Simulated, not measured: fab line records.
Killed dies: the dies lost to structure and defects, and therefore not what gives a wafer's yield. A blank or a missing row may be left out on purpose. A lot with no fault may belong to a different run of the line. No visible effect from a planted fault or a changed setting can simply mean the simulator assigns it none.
fab line records	flow berkeley_cmos170
record: lots: 14	wafers: 42	last_day: 12
route steps=331 shown START@4 NWELL@25 PWELL@47 SILICIDE@212
lots that met no fault: taken from a fault-free run of the same line
start_h: the number of hours between the record's first day and the start of the first shown wafer of the lot	wait_h: hours elapsed since this lot's preceding step	" identical to the entry in the row above	L1.1+2: a single row standing in for several wafers	- no value, or no start was given	* or withheld: withheld	< > ~ a bound
route shown NAME@n: NAME is a module with steps in the file, n the number in the route of the first one	usual: average and standard deviation across the fault-free wafers	same: alike in all rows	chamber/n: place in a boat	sites: per-site readings	_std_site: standard deviation across them	_edge_site: the outer-site mean with the inner-site mean subtracted	radius_mm: how far each site lies from the wafer's centre	mask NAME#n: copy n	behind: the tool/chamber that last shaped the wafer	hold: why the lot was held/for how many hours/how that ended	device: whichever transistor did not switch (one of n, p or np)	end of line: at the end of the route, the tests of the same wafers	a step without rows: its recipe alone	killed: dies that structure and defects cost at the first sort, which is not the same as the wafer's yield	map: dies across one wafer; x = killed, . = not, _ = none there
set.NAME: the setting as run; set.NAME@STEP: as run at that earlier step	model.NAME: the simulator's own value behind a step, which no gauge read
route steps across a sampled set of lots; one table per step, one row per wafer
== steps ==
step: UCB170_START_THK_MEAS_03
recipe: reads: SiO2_of_START_OXIDATION_02
usual: START_OXIDE_THK: 20.0/0.36
lot.wafer	tool	chamber	start_h	wait_h	START_OXIDE_THK[nm]
L545.1	film_metro-03	-	12.93	0.0	20.3
L545.5	"	-	"	"	20.3
L545.6	"	-	"	"	20.6
L546.2	film_metro-01	-	19.75	0.0	20.6
L546.4	"	-	"	"	20.2
L546.5	"	-	"	"	20.7
L547.1	film_metro-04	-	27.18	0.0	20.3
L547.2	"	-	"	"	20.2
L547.6	"	-	"	"	20.3
L550.2	film_metro-01	-	41.27	0.0	19.3
L550.3	"	-	"	"	19.6
L550.4	"	-	"	"	19.7
L553.2	film_metro-03	-	55.12	0.0	19.9
L553.4	"	-	"	"	20.1
L553.5	"	-	"	"	20.1
L556.1	film_metro-04	-	69.16	0.0	20.0
L556.4	"	-	"	"	20.1
L556.5	"	-	"	"	19.9
L558.1	film_metro-03	-	78.66	0.0	19.5
L558.2	"	-	"	"	19.1
L558.5	"	-	"	"	19.0
L560.1	film_metro-03	-	89.38	0.0	20.3
L560.2	"	-	"	"	20.4
L560.3	"	-	"	"	20.3
L561.2	film_metro-03	-	96.47	0.0	20.1
L561.3	"	-	"	"	20.2
L561.6	"	-	"	"	19.7
L562.2	film_metro-01	-	99.38	0.0	20.2
L562.4	"	-	"	"	20.2
L562.5	"	-	"	"	20.2
L563.1	film_metro-04	-	105.05	0.0	19.9
L563.2	"	-	"	"	20.1
L563.5	"	-	"	"	19.6
L565.1	film_metro-04	-	114.26	0.0	20.2
L565.3	"	-	"	"	20.1
L565.6	"	-	"	"	20.5
L567.1	film_metro-01	-	125.06	0.0	19.9
L567.2	"	-	"	"	19.7
L567.3	"	-	"	"	19.6
L568.1	film_metro-01	-	130.58	0.0	20.7
L568.2	"	-	"	"	20.8
L568.4	"	-	"	"	20.7
step: UCB170_NWELL_DEVELOP_11
recipe: developer: TMAH	develop_time_s: 45	resist: KrF	dev_temp_c: 21
usual: chill_plate_temp_C: 22.99/0.11	develop_time_s: 45/0
lot.wafer	tool	chamber	start_h	wait_h	chill_plate_temp_C	develop_time_s
L545.1	litho_track-01	0	34	-	23.11	45
L545.5	"	0	"	"	23.05	45
L545.6	"	0	"	"	22.96	45
L546.2	litho_track-02	0	40	-	23.09	45
L546.4	"	0	"	"	23.13	45
L546.5	"	0	"	"	23.03	45
L547.1	litho_track-02	0	49	-	22.74	45
L547.2	"	0	"	"	23.04	45
L547.6	"	0	"	"	22.88	45
L550.2	litho_track-03	0	57	-	22.95	45
L550.3	"	0	"	"	23.02	45
L550.4	"	0	"	"	23.03	45
L553.2	litho_track-01	0	69	-	22.89	45
L553.4	"	0	"	"	22.98	45
L553.5	"	0	"	"	22.81	45
L556.1	litho_track-01	0	86	-	23.04	45
L556.4	"	0	"	"	22.97	45
L556.5	"	0	"	"	22.90	45
L558.1	litho_track-03	0	94	-	22.98	45
L558.2	"	0	"	"	23.14	45
L558.5	"	0	"	"	22.94	45
L560.1	litho_track-02	-	107	-	-	-
L560.2	"	-	"	"	-	-
L560.3	"	-	"	"	-	-
L561.2	litho_track-02	-	114	-	-	-
L561.3	"	-	"	"	-	-
L561.6	"	-	"	"	-	-
L562.2	litho_track-02	0	115	-	22.98	45
L562.4	"	0	"	"	22.88	45
L562.5	"	0	116	-	23.06	45
L563.1	litho_track-01	0	124	-	23.00	45
L563.2	"	0	"	"	23.11	45
L563.5	"	0	"	"	23.15	45
L565.1	litho_track-03	0	132	-	22.70	45
L565.3	"	0	"	"	22.95	45
L565.6	"	0	"	"	22.66	45
L567.1	litho_track-03	0	143	-	23.14	45
L567.2	"	0	"	"	22.98	45
L567.3	"	0	"	"	22.87	45
L568.1	litho_track-01	0	148	-	23.00	45
L568.2	"	0	"	"	22.95	45
L568.4	"	0	"	"	22.89	45
step: UCB170_PWELL_OVL_MEAS_13
usual: PWELL_OVL: -1/6
lot.wafer	tool	chamber	start_h	wait_h	PWELL_OVL[nm]
L545.1	overlay-02	-	55.17	-	-9
L545.5	"	-	"	"	-11
L545.6	"	-	"	"	-9
L546.2	overlay-01	-	62.16	-	0
L546.4	"	-	"	"	-3
L546.5	"	-	"	"	-7
L547.1	overlay-02	-	65.33	-	-5
L547.2	"	-	"	"	4
L547.6	"	-	"	"	-8
L550.2	overlay-01	-	76.09	-	-6
L550.3	"	-	"	"	-3
L550.4	"	-	"	"	-1
L553.2	overlay-01	-	86.91	-	-14
L553.4	"	-	"	"	0
L553.5	"	-	"	"	-15
L556.1	overlay-02	-	104.56	-	1
L556.4	"	-	"	"	-6
L556.5	"	-	"	"	5
L558.1	overlay-02	-	111.56	-	2
L558.2	"	-	"	"	2
L558.5	"	-	"	"	8
L562.2	overlay-02	-	132.93	-	3
L562.4	"	-	"	"	-3
L562.5	"	-	"	"	5
L563.1	overlay-01	-	140.71	-	-2
L563.2	"	-	"	"	3
L563.5	"	-	"	"	-2
L565.1	overlay-02	-	150.70	-	-6
L565.3	"	-	"	"	-10
L565.6	"	-	"	"	-4
L567.1	overlay-02	-	157.86	-	2
L567.2	"	-	"	"	8
L567.3	"	-	"	"	10
L568.1	overlay-02	-	168.52	-	4
L568.2	"	-	"	"	4
L568.4	"	-	"	"	4
step: UCB170_SILICIDE_RS_MEAS_02
recipe: thk_meas_gauge: four-point-probe	reads: Ti_of_SILICIDE_SPUTTER_01
usual: SILICIDE_TI_RS: 26.1/0.38
lot.wafer	tool	chamber	start_h	wait_h	SILICIDE_TI_RS[ohm/sq]
L545.1	film_metro-02	-	149.61	0.0	26.1
L545.5	"	-	"	"	26.0
L545.6	"	-	"	"	26.1
L546.2	film_metro-02	-	157.36	0.0	26.8
L546.4	"	-	"	"	26.4
L546.5	"	-	"	"	26.5
L547.1	film_metro-02	-	158.14	0.0	26.0
L547.2	"	-	"	"	26.1
L547.6	"	-	"	"	25.6
L550.2	film_metro-04	-	167.88	0.0	26.2
L550.3	"	-	"	"	25.7
L550.4	"	-	"	"	26.1
L553.2	film_metro-01	-	182.53	0.0	25.6
L553.4	"	-	"	"	26.0
L553.5	"	-	"	"	25.9
L556.1	film_metro-02	-	192.72	0.0	26.1
L556.4	"	-	"	"	26.2
L556.5	"	-	"	"	26.5
L558.1	film_metro-01	-	203.50	0.0	25.9
L558.2	"	-	"	"	25.6
L558.5	"	-	"	"	25.7
L562.2	film_metro-01	-	217.77	0.0	25.7
L562.4	"	-	"	"	25.9
L562.5	"	-	"	"	25.8
L563.1	film_metro-01	-	233.28	0.0	26.0
L563.2	"	-	"	"	26.6
L563.5	"	-	"	"	26.3
L565.1	film_metro-02	-	239.81	0.0	25.8
L565.3	"	-	"	"	26.0
L565.6	"	-	"	"	26.1
L567.1	film_metro-02	-	250.40	0.0	26.1
L567.2	"	-	"	"	26.1
L567.3	"	-	"	"	25.8
L568.1	film_metro-02	-	257.53	0.0	25.8
L568.2	"	-	"	"	25.6
L568.4	"	-	"	"	25.6
== key ==
first_sign: step: UCB170_NWELL_DEVELOP_11	reading: tool_record	direction: missing
effect none on later readings
met_at UCB170_NWELL_DEVELOP_11
struck_lots L560,L561
later_rows_left_out L560.1,L560.2,L560.3,L561.2,L561.3,L561.6
sort_left_out L560.1,L560.2,L560.3,L561.2,L561.3,L561.6
tester_left_out L560,L561
not_acting_at UCB170_START_THK_MEAS_03,UCB170_PWELL_OVL_MEAS_13,UCB170_SILICIDE_RS_MEAS_02
onset_between 49 107
fault: kind: skipped_step_whole	tool: litho_track-02	chamber: -	onset_h: 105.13	steps: UCB170_NWELL_DEVELOP_11	scope: struck_lots_only
tester_left_out: of these lots the tester's yield and bins aren't shown, on N5 and GAA mostly nor the transistor test; their killed dies are dies lost to structure and defects alone, not to doping, threshold or leakage, so they don't give the yield
sort_left_out: the simulated sort isn't trusted on such a fault, so these wafers' sort isn't shown, and their yield isn't known
later_rows_left_out: the simulator's readings of these wafers behind a module that went badly wrong aren't trusted and aren't shown, but for the sort
